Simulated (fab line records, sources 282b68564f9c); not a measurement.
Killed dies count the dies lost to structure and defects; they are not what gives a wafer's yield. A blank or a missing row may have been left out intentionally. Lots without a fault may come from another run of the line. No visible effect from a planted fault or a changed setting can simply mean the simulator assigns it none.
What tool caused it? + flow rit cmos + 14 lots, 42 wafers sampled, at 2 steps of a route of 202

WHAT THE GAUGES READ, wafer by wafer
The record lacks any reading of a measuring or inspecting step that a usual standard deviation could be used to judge.

WHAT TOOL EACH LOT RAN ON (gives the tool, then ch and the chambers of the sampled wafers, and finally the start)
| lot  | RIT_M1_SPUTTER_00           | RIT_M1_PROBE_99        |
|------|-----------------------------|------------------------|
| L197 | pvd sputter-04, day 3 04:55 | prober-01, day 3 09:32 |
| L198 | pvd sputter-01, day 3 10:41 | prober-02, day 3 14:41 |
| L199 | pvd sputter-04, day 3 14:34 | prober-01, day 3 18:37 |
| L201 | pvd sputter-04, day 4 00:33 | prober-01, day 4 04:35 |
| L203 | pvd sputter-04, day 4 10:58 | prober-01, day 4 15:02 |
| L206 | pvd sputter-01, day 5 01:34 | prober-02, day 5 05:49 |
| L210 | pvd sputter-01, day 5 21:26 | prober-02, day 6 01:37 |
| L212 | pvd sputter-01, day 6 07:08 | prober-02, day 6 11:15 |
| L214 | pvd sputter-01, day 6 18:50 | prober-02, day 6 23:09 |
| L215 | pvd sputter-04, day 6 23:28 | prober-01, day 7 04:43 |
| L217 | pvd sputter-04, day 7 09:13 | prober-01, day 7 14:25 |
| L218 | pvd sputter-01, day 7 14:08 | prober-02, day 7 18:44 |
| L219 | pvd sputter-04, day 7 21:20 | prober-01, day 8 01:29 |
| L220 | pvd sputter-01, day 8 01:02 | prober-02, day 8 05:35 |
- RIT_M1_SPUTTER_00: material Al, target thk 400 nm, time 500 s.
- RIT_M1_PROBE_99

WHAT THE TOOLS THEMSELVES READ (means of the sampled wafers that have a number; where no wafer has one, the mark that the record gives instead)
RIT_M1_SPUTTER_00.
| lot  | tool           | cathode dc power W (W) | throttle valve pct (%) |
|------|----------------|------------------------|------------------------|
| L197 | pvd sputter-04 | 2000.0                 | 29.7                   |
| L198 | pvd sputter-01 | 2000.4                 | 30.0                   |
| L199 | pvd sputter-04 | 2000.2                 | 30.2                   |
| L201 | pvd sputter-04 | 2054.8                 | 30.1                   |
| L203 | pvd sputter-04 | 2054.5                 | 29.6                   |
| L206 | pvd sputter-01 | 2000.2                 | 29.6                   |
| L210 | pvd sputter-01 | 2000.0                 | 30.2                   |
| L212 | pvd sputter-01 | 2000.1                 | 29.8                   |
| L214 | pvd sputter-01 | 1999.9                 | 29.8                   |
| L215 | pvd sputter-04 | 2000.2                 | 30.1                   |
| L217 | pvd sputter-04 | 2000.0                 | 29.8                   |
| L218 | pvd sputter-01 | 2000.1                 | 30.2                   |
| L219 | pvd sputter-04 | 2000.0                 | 30.2                   |
| L220 | pvd sputter-01 | 1999.9                 | 30.1                   |

RIT_M1_PROBE_99.
| lot  | tool      | defect limited yield (%) | killed at contacts | killed at front end | killed dies | killed open | killed short | sort_bin_3_pad_short (%) | sort_bin_5_function (%) | sort_bin_6_memory (%) | sort n pass | sort yield pct (%) |
|------|-----------|--------------------------|--------------------|---------------------|-------------|-------------|--------------|--------------------------|-------------------------|-----------------------|-------------|--------------------|
| L197 | prober-01 | 97.6                     | 0.0                | 6.3                 | 6.3         | 3.3         | 3.0          | 0.3                      | 1.4                     | 0.7                   | 257.7       | 97.6               |
| L198 | prober-02 | 96.5                     | 0.0                | 9.3                 | 9.3         | 3.0         | 6.3          | 0.0                      | 2.6                     | 0.9                   | 254.7       | 96.5               |
| L199 | prober-01 | 97.1                     | 0.0                | 7.7                 | 7.7         | 4.0         | 3.7          | 0.3                      | 1.0                     | 1.6                   | 256.3       | 97.1               |
| L201 | prober-01 | 97.5                     | 0.7                | 6.0                 | 6.7         | 2.7         | 4.0          | 0.1                      | 1.6                     | 0.8                   | 257.3       | 97.5               |
| L203 | prober-01 | 97.5                     | 0.0                | 6.7                 | 6.7         | 2.7         | 3.3          | 0.1                      | 1.9                     | 0.5                   | 257.3       | 97.5               |
| L206 | prober-02 | 96.2                     | 0.0                | 10.0                | 10.0        | 4.7         | 5.3          | 0.1                      | 2.9                     | 0.8                   | 254.0       | 96.2               |
| L210 | prober-02 | 97.7                     | 0.3                | 5.7                 | 6.0         | 2.3         | 3.7          | 0.0                      | 1.8                     | 0.5                   | 258.0       | 97.7               |
| L212 | prober-02 | 97.1                     | 0.0                | 7.7                 | 7.7         | 4.0         | 3.7          | 0.1                      | 2.2                     | 0.6                   | 256.3       | 97.1               |
| L214 | prober-02 | 98.0                     | 0.0                | 5.3                 | 5.3         | 2.3         | 3.0          | 0.1                      | 1.2                     | 0.6                   | 258.7       | 98.0               |
| L215 | prober-01 | 97.8                     | 0.0                | 5.7                 | 5.7         | 3.7         | 2.0          | 0.1                      | 1.4                     | 0.7                   | 258.3       | 97.8               |
| L217 | prober-01 | 96.9                     | 0.0                | 8.3                 | 8.3         | 5.3         | 3.0          | 0.1                      | 1.6                     | 1.4                   | 255.7       | 96.9               |
| L218 | prober-02 | 97.5                     | 0.0                | 6.7                 | 6.7         | 3.0         | 3.3          | 0.1                      | 1.4                     | 1.0                   | 257.3       | 97.5               |
| L219 | prober-01 | 96.9                     | 0.0                | 8.3                 | 8.3         | 4.7         | 2.7          | 0.0                      | 2.5                     | 0.6                   | 255.7       | 96.9               |
| L220 | prober-02 | 96.6                     | 0.0                | 9.0                 | 9.0         | 4.3         | 4.7          | 0.3                      | 1.7                     | 1.5                   | 255.0       | 96.6               |

THE ANSWER, worked out from the rows above alone
Rule: the usual values come from the lots themselves. Put in order of their means at a reading, lots are off if they are a third of the lots or fewer, leave a main group of 4 or more, and stand apart from it by a gap of 3 or more times the standard deviation of the main group's means; of several such gaps the widest counts. If all means in a main group match to the digits the tables above print for the reading, that group is not used. A lot without any number at a reading at which 4 lots or more have one is off too. Where the step has rows for the other lots, those lots are counted as sound. First the gauges in route order, then the tools' own readings, where a lot's mean is used as printed above. The first step at which some lot is off is used, and at that step the reading that is off furthest; a lot without a number counts as furthest.
Off: L201, L203, at RIT_M1_SPUTTER_00 (cathode dc power W). For the main group the mean is 2000.1 W and the standard deviation 0.14.
If a tool, at that step or one of the process steps before it, ran each lot that is off and ran no sound lot following the first of them, it fits. Of those tried, none fits.

WHAT WAS PUT IN BY THE SIMULATOR
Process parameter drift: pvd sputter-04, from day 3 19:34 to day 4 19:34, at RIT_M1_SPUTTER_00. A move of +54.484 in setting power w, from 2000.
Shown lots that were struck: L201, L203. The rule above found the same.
